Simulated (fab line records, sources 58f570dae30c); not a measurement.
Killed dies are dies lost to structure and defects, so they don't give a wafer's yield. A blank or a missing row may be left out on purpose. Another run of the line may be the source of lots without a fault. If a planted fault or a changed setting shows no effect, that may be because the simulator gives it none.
Which of the tools did it? + flow berkeley_cmos170 + 7 lots, 21 wafers sampled, at 1 step of a route of 331

WHAT THE GAUGES SHOWED, per wafer
UCB170_M1_CD_MEAS_09: the cd target is 700 nm.
| lot  | measured     | on        | cd_nm (nm)        |
|------|--------------|-----------|-------------------|
| L632 | day 9 15:56  | cd_sem-01 | 700.3 699.2 699.6 |
| L633 | day 9 16:59  | cd_sem-02 | 698.1 697.6 697.1 |
| L635 | day 10 13:23 | cd_sem-01 | 699.4 699.4 700.1 |
| L643 | day 11 07:27 | cd_sem-02 | 700.0 698.1 697.9 |
| L640 | day 11 08:40 | cd_sem-01 | 700.1 701.6 702.2 |
| L645 | day 11 09:08 | cd_sem-01 | 698.8 699.8 698.9 |
| L652 | day 12 20:19 | cd_sem-01 | 701.8 702.4 700.7 |

EACH LOT AND THE TOOL THAT RAN IT (in order: tool; ch and the chambers of the sampled wafers; start)
Before these readings, the record contains no process step.

THE ANSWER, worked out from the rows above alone
Rule: the lots themselves supply what counts as usual. The widest of any qualifying gaps counts: lots, ordered by their means at a reading, are off when they make up no more than a third of the lots, leave a main group of 4 or more, and stand apart from it by 3 or more times the standard deviation of that group's means. A main group whose means are all the same, to the digits that the tables above print for the reading, isn't used. A lot without any number at a reading at which 4 lots or more have one is off too. Any other lot the step has rows for is counted as sound.
Nothing can be told from this: no lot is off at any reading shown.

WHAT THE SIMULATOR HAD PUT IN
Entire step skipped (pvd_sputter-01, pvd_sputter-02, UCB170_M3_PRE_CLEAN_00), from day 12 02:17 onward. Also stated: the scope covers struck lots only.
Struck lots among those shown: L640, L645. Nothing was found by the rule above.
